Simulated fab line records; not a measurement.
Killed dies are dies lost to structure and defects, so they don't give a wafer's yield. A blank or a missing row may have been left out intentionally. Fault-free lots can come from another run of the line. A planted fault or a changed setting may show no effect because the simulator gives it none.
fab line records	flow rit_cmos
record: lots: 15	wafers: 45	last_day: 7
route steps=202 shown ACTIVE@1 NWELL@38 NRETRO@61 FOX2@80 M1@202
lots with no fault: from the same line, run without faults
start_h: the number of hours between the record's first day and the start of the first shown wafer of the lot	wait_h: hours since the lot's step before	" identical to the entry in the row above	L1.1+2: one row covering several wafers at once	- no value, or no start was given	* or withheld: withheld	< > ~ a bound
route shown NAME@n: a module of which the file shows steps, and the number in the route of the first	usual: mean/standard deviation taken from wafers without a fault	same: alike in all rows	chamber/n: place in a boat	sites: each site's reading	_std_site: standard deviation across them	_edge_site: mean of outer sites minus mean of inner sites	radius_mm: for every site, how far away it sits from the centre of the wafer	mask NAME#n: copy n	behind: tool/chamber where the wafer was last shaped	hold: reason for holding the lot/hours on hold/outcome of the hold	device: which transistor (n, p or np) failed to switch	end of line: at the end of the route, the tests of the same wafers	a step without rows: its recipe alone	killed: count of dies lost to structure and defects at first sort (not the wafer's yield)	map: shows each die of a wafer: x if killed, . if not, _ if none is there
set.NAME: the setting the step ran with; set.NAME@STEP: the setting that earlier step ran with	model.NAME: the simulator's own value behind a step, which no gauge read
the route's steps for a sample of lots (tables are steps, rows are wafers)
services: when a tool's chamber went out of use (start_h, in hours from the record's first day, below 0 if earlier), for how many hours, and the reason
== steps ==
step: RIT_ACTIVE_BOW_MEAS_00
recipe: mode: bow
usual: INCOMING_BOW: 0/7
lot.wafer	tool	chamber	start_h	wait_h	INCOMING_BOW[um]
L862.3	film_metro-02	-	10.04	-	3
L862.4	"	-	"	"	1
L862.6	"	-	"	"	-10
L864.3	film_metro-03	-	20.04	-	10
L864.5	"	-	"	"	1
L864.6	"	-	"	"	-2
L865.1	film_metro-01	-	25.00	-	-4
L865.2	"	-	"	"	2
L865.5	"	-	"	"	1
L866.2	film_metro-03	-	30.02	-	1
L866.3	"	-	"	"	-7
L866.4	"	-	"	"	2
L868.2	film_metro-02	-	40.02	-	-1
L868.4	"	-	"	"	-3
L868.6	"	-	"	"	4
L869.1	film_metro-02	-	45.00	-	6
L869.2	"	-	"	"	-9
L869.4	"	-	"	"	9
L871.1	film_metro-03	-	55.00	-	-2
L871.2	"	-	"	"	7
L871.5	"	-	"	"	4
L872.2	film_metro-02	-	60.02	-	8
L872.5	"	-	"	"	8
L872.6	"	-	"	"	8
L873.2	film_metro-03	-	65.02	-	-3
L873.4	"	-	"	"	5
L873.6	"	-	"	"	4
L874.1	film_metro-01	-	70.00	-	8
L874.2	"	-	"	"	-18
L874.5	"	-	"	"	-7
L876.3	film_metro-02	-	80.04	-	10
L876.4	"	-	"	"	-4
L876.5	"	-	"	"	-8
L878.2	film_metro-03	-	90.02	-	-5
L878.3	"	-	"	"	-1
L878.6	"	-	"	"	-17
L879.3	film_metro-01	-	95.04	-	-3
L879.4	"	-	"	"	4
L879.6	"	-	"	"	-3
L883.2	film_metro-02	-	115.02	-	7
L883.3	"	-	"	"	-1
L883.4	"	-	"	"	5
L885.2	film_metro-03	-	125.02	-	6
L885.4	"	-	"	"	-8
L885.6	"	-	"	"	2
step: RIT_NWELL_TW_MEAS_10
usual: NWELL_TW: 2135/14
lot.wafer	tool	chamber	start_h	wait_h	NWELL_TW
L862.3	film_metro-03	-	21.53	0.1	2139
L862.4	"	-	"	"	2128
L862.6	"	-	"	"	2131
L864.3	film_metro-03	-	30.94	0.1	2131
L864.5	"	-	"	"	2142
L864.6	"	-	"	"	2134
L865.1	film_metro-01	-	35.99	0.1	2164
L865.2	"	-	"	"	2166
L865.5	"	-	"	"	2164
L866.2	film_metro-03	-	41.10	0.1	2136
L866.3	"	-	"	"	2125
L866.4	"	-	"	"	2139
L868.2	film_metro-04	-	51.25	0.1	2124
L868.4	"	-	"	"	2126
L868.6	"	-	"	"	2123
L869.1	film_metro-04	-	56.27	0.1	2125
L869.2	"	-	"	"	2137
L869.4	"	-	"	"	2125
L871.1	film_metro-04	-	66.55	0.1	2126
L871.2	"	-	"	"	2118
L871.5	"	-	"	"	2125
L872.2	film_metro-03	-	71.47	0.1	2150
L872.5	"	-	"	"	2158
L872.6	"	-	"	"	2155
L873.2	film_metro-03	-	77.07	0.1	2133
L873.4	"	-	"	"	2148
L873.6	"	-	"	"	2146
L874.1	film_metro-04	-	82.42	0.1	2116
L874.2	"	-	"	"	2100
L874.5	"	-	"	"	2114
L876.3	film_metro-04	-	92.55	0.1	2113
L876.4	"	-	"	"	2127
L876.5	"	-	"	"	2117
L878.2	film_metro-04	-	102.76	0.1	2135
L878.3	"	-	"	"	2135
L878.6	"	-	"	"	2137
L879.3	film_metro-04	-	107.94	0.1	2126
L879.4	"	-	"	"	2140
L879.6	"	-	"	"	2121
L883.2	film_metro-04	-	126.08	0.1	2125
L883.3	"	-	"	"	2131
L883.4	"	-	"	"	2131
L885.2	film_metro-04	-	137.42	0.1	2122
L885.4	"	-	"	"	2133
L885.6	"	-	"	"	2123
step: RIT_NRETRO_IMPLANT_08
recipe: species: P	energy_kev: 70	dose_cm2: 1e+13	tilt_deg: 7
usual: beam_on_s: 10.02/0.2	faraday_current_uA: 31.7/0.63	tilt_deg: 7.000/0.019
lot.wafer	tool	chamber	start_h	wait_h	beam_on_s	faraday_current_uA	tilt_deg
L862.3	implanter-03	0	30.74	0.2	9.65	32.9	7.021
L862.4	"	0	"	"	10.03	31.7	7.011
L862.6	"	0	"	"	9.87	32.4	7.007
L864.3	implanter-03	0	39.15	0.2	10.12	31.3	6.997
L864.5	"	0	"	"	9.92	32.2	7.043
L864.6	"	0	"	"	9.78	32.5	6.993
L865.1	implanter-04	0	44.41	0.2	10.18	31.3	6.960
L865.2	"	0	"	"	9.80	32.3	6.939
L865.5	"	0	"	"	9.98	31.7	6.967
L866.2	implanter-01	0	49.64	0.2	9.99	31.9	6.975
L866.3	"	0	"	"	9.96	31.9	6.970
L866.4	"	0	"	"	10.14	31.3	6.989
L868.2	implanter-04	0	60.18	0.2	10.20	31.2	7.019
L868.4	"	0	"	"	9.73	32.6	7.010
L868.6	"	0	"	"	9.76	32.5	6.967
L869.1	implanter-04	0	64.95	0.2	10.12	31.4	7.042
L869.2	"	0	"	"	10.14	31.3	6.995
L869.4	"	0	"	"	9.98	31.6	7.012
L871.1	implanter-04	0	74.78	0.2	10.11	31.4	6.976
L871.2	"	0	"	"	10.00	31.7	6.975
L871.5	"	0	"	"	10.22	31.0	6.976
L872.2	implanter-03	0	79.71	0.2	10.05	31.4	7.018
L872.5	"	0	"	"	10.10	31.7	6.998
L872.6	"	0	"	"	10.15	31.2	6.995
L873.2	implanter-01	0	86.12	0.2	9.94	32.1	7.013
L873.4	"	0	"	"	9.86	32.2	6.998
L873.6	"	0	"	"	10.34	30.7	7.019
L874.1	implanter-04	0	91.17	0.2	10.19	31.1	7.036
L874.2	"	0	"	"	9.94	32.0	7.046
L874.5	"	0	"	"	10.63	30.0	7.020
L876.3	implanter-04	0	101.20	0.2	14.56	21.8	7.001
L876.4	"	0	"	"	14.26	22.2	7.009
L876.5	"	0	"	"	13.89	22.8	6.997
L878.2	implanter-01	0	110.89	0.2	10.59	29.8	6.993
L878.3	"	0	"	"	10.13	31.3	6.997
L878.6	"	0	"	"	9.92	31.9	6.994
L879.3	implanter-04	0	116.07	0.2	14.61	21.8	6.984
L879.4	"	0	"	"	14.43	22.0	6.998
L879.6	"	0	"	"	14.36	22.1	6.957
L883.2	implanter-03	0	135.14	0.2	10.30	30.8	6.980
L883.3	"	0	"	"	9.89	32.3	7.023
L883.4	"	0	"	"	10.00	31.8	7.012
L885.2	implanter-04	0	145.68	0.2	14.42	22.0	7.021
L885.4	"	0	"	"	14.55	21.8	7.016
L885.6	"	0	"	"	14.38	22.1	7.033
step: RIT_NRETRO_TW_MEAS_10
usual: NRETRO_TW: 1052/6.7
lot.wafer	tool	chamber	start_h	wait_h	NRETRO_TW
L862.3	film_metro-01	-	31.04	0.1	1060
L862.4	"	-	"	"	1056
L862.6	"	-	"	"	1058
L864.3	film_metro-03	-	39.44	0.1	1046
L864.5	"	-	"	"	1043
L864.6	"	-	"	"	1043
L865.1	film_metro-02	-	44.73	0.1	1042
L865.2	"	-	"	"	1044
L865.5	"	-	"	"	1043
L866.2	film_metro-01	-	49.95	0.1	1061
L866.3	"	-	"	"	1059
L866.4	"	-	"	"	1066
L868.2	film_metro-03	-	60.49	0.1	1059
L868.4	"	-	"	"	1058
L868.6	"	-	"	"	1056
L869.1	film_metro-02	-	65.28	0.1	1061
L869.2	"	-	"	"	1054
L869.4	"	-	"	"	1054
L871.1	film_metro-01	-	75.10	0.1	1055
L871.2	"	-	"	"	1058
L871.5	"	-	"	"	1061
L872.2	film_metro-03	-	80.02	0.1	1054
L872.5	"	-	"	"	1052
L872.6	"	-	"	"	1049
L873.2	film_metro-01	-	86.43	0.1	1058
L873.4	"	-	"	"	1057
L873.6	"	-	"	"	1062
L874.1	film_metro-03	-	91.50	0.1	1056
L874.2	"	-	"	"	1054
L874.5	"	-	"	"	1055
L876.3	film_metro-03	-	101.50	0.1	1173
L876.4	"	-	"	"	1176
L876.5	"	-	"	"	1170
L878.2	film_metro-03	-	111.23	0.1	1051
L878.3	"	-	"	"	1051
L878.6	"	-	"	"	1045
L879.3	film_metro-01	-	116.37	0.1	1186
L879.4	"	-	"	"	1181
L879.6	"	-	"	"	1186
L883.2	film_metro-03	-	135.45	0.1	1048
L883.3	"	-	"	"	1047
L883.4	"	-	"	"	1053
L885.2	film_metro-01	-	145.99	0.1	1179
L885.4	"	-	"	"	1183
L885.6	"	-	"	"	1183
step: RIT_FOX2_THK_MEAS_91
recipe: reads: SiO2_of_FOX2_OXIDATION_00
usual: FIELD_OXIDE_LEFT_2_THK: 257/6.7
lot.wafer	tool	chamber	start_h	wait_h	FIELD_OXIDE_LEFT_2_THK[nm]
L862.3	film_metro-03	-	33.25	0.0	256
L862.4	"	-	"	"	256
L862.6	"	-	"	"	259
L864.3	film_metro-04	-	41.49	0.0	263
L864.5	"	-	"	"	267
L864.6	"	-	"	"	256
L865.1	film_metro-04	-	46.76	0.0	259
L865.2	"	-	"	"	263
L865.5	"	-	"	"	263
L866.2	film_metro-04	-	52.07	0.0	256
L866.3	"	-	"	"	254
L866.4	"	-	"	"	255
L868.2	film_metro-04	-	62.68	0.0	255
L868.4	"	-	"	"	253
L868.6	"	-	"	"	251
L869.1	film_metro-04	-	67.34	0.0	256
L869.2	"	-	"	"	255
L869.4	"	-	"	"	248
L871.1	film_metro-04	-	77.29	0.0	257
L871.2	"	-	"	"	256
L871.5	"	-	"	"	254
L872.2	film_metro-03	-	82.06	0.0	261
L872.5	"	-	"	"	252
L872.6	"	-	"	"	262
L873.2	film_metro-04	-	88.55	0.0	263
L873.4	"	-	"	"	262
L873.6	"	-	"	"	265
L874.1	film_metro-03	-	93.53	0.0	257
L874.2	"	-	"	"	254
L874.5	"	-	"	"	253
L876.3	film_metro-03	-	103.52	0.0	259
L876.4	"	-	"	"	254
L876.5	"	-	"	"	257
L878.2	film_metro-03	-	113.68	0.0	260
L878.3	"	-	"	"	258
L878.6	"	-	"	"	260
L879.3	film_metro-04	-	118.80	0.0	260
L879.4	"	-	"	"	259
L879.6	"	-	"	"	269
L883.2	film_metro-02	-	137.52	0.0	249
L883.3	"	-	"	"	252
L883.4	"	-	"	"	247
L885.2	film_metro-02	-	148.05	0.0	249
L885.4	"	-	"	"	256
L885.6	"	-	"	"	252
step: RIT_M1_PROBE_99
usual: killed_at_M0_to_M3: 0.0/0.083	killed_at_contacts: 0.1/0.36	killed_at_front_end: 7.2/2.9	killed_dies: 7.4/2.9	killed_open: 3.8/2	killed_short: 3.5/2
same: gross_dies: 264	killed_at_M4_up: 0	killed_at_back_side: 0	killed_at_other: 0
lot.wafer	tool	chamber	start_h	wait_h	killed_at_M0_to_M3	killed_at_contacts	killed_at_front_end	killed_dies	killed_open	killed_short
L872.2	prober-02	-	107.55	0.1	0	0	4	4	3	1
L872.5	prober-02	-	107.70	0.2	0	1	4	5	2	3
L872.6	prober-02	-	107.75	0.2	0	0	8	8	2	6
L879.3	prober-02	-	143.21	0.2	0	0	6	6	2	4
L879.4	prober-02	-	143.26	0.2	0	0	5	5	3	2
L879.6	prober-02	-	143.36	0.2	0	0	6	6	2	4
killed by level:class
L872.2 FOX1:geometric_particle:short=1 REOX:geometric_particle:open=1 SPACER:geometric_particle:open=1 SILICIDE:geometric_particle:open=1
L872.5 REOX:geometric_particle:short=2 FOX1:geometric_particle:open=1 REOX:geometric_particle:open=1 CONTACT:geometric_particle:short=1
L872.6 FOX1:geometric_particle:open=2 FOX1:geometric_particle:short=2 SPACER:geometric_particle:short=2 FOX2:geometric_particle:short=1 REOX:geometric_particle:short=1
L879.3 GATE:geometric_particle:open=2 GATE:geometric_particle:short=1 REOX:geometric_particle:short=1 SPACER:geometric_particle:short=1 SILICIDE:geometric_particle:short=1
L879.4 REOX:geometric_particle:open=3 REOX:geometric_particle:short=1 SPACER:geometric_particle:short=1
L879.6 SPACER:geometric_particle:short=3 REOX:geometric_particle:open=1 REOX:geometric_particle:short=1 SPACER:geometric_particle:open=1
== services ==
tool	chamber	start_h	hours	kind
implanter-04	-	84.54	5.5	pm
implanter-03	-	98.97	2.2	repair
== key ==
first_sign: step: RIT_NRETRO_IMPLANT_08	reading: beam_on_s	direction: up	sigmas: 22	usual: 10.02	struck: 14.38
effect: step: RIT_NRETRO_IMPLANT_08	reading: faraday_current_uA	direction: down	sigmas: 15	usual: 31.7	struck: 22.1
effect: step: RIT_NRETRO_TW_MEAS_10	reading: NRETRO_TW	direction: up	sigmas: 19	usual: 1052	struck: 1180
met_at RIT_NRETRO_IMPLANT_08
struck_lots L876,L879,L885
tester_left_out L876,L879,L885
not_acting_at RIT_ACTIVE_BOW_MEAS_00,RIT_NWELL_TW_MEAS_10,RIT_FOX2_THK_MEAS_91
onset_between 91.17 101.20
fault: kind: process_parameter_drift	tool: implanter-04	chamber: -	onset_h: 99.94	steps: RIT_NRETRO_IMPLANT_08	channel: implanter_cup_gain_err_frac	offset: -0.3	shape: step	end_h: 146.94
tester_left_out: of these lots the tester's yield and bins aren't shown, on N5 and GAA mostly nor the transistor test; their killed dies are dies lost to structure and defects alone, not to doping, threshold or leakage, so they don't give the yield
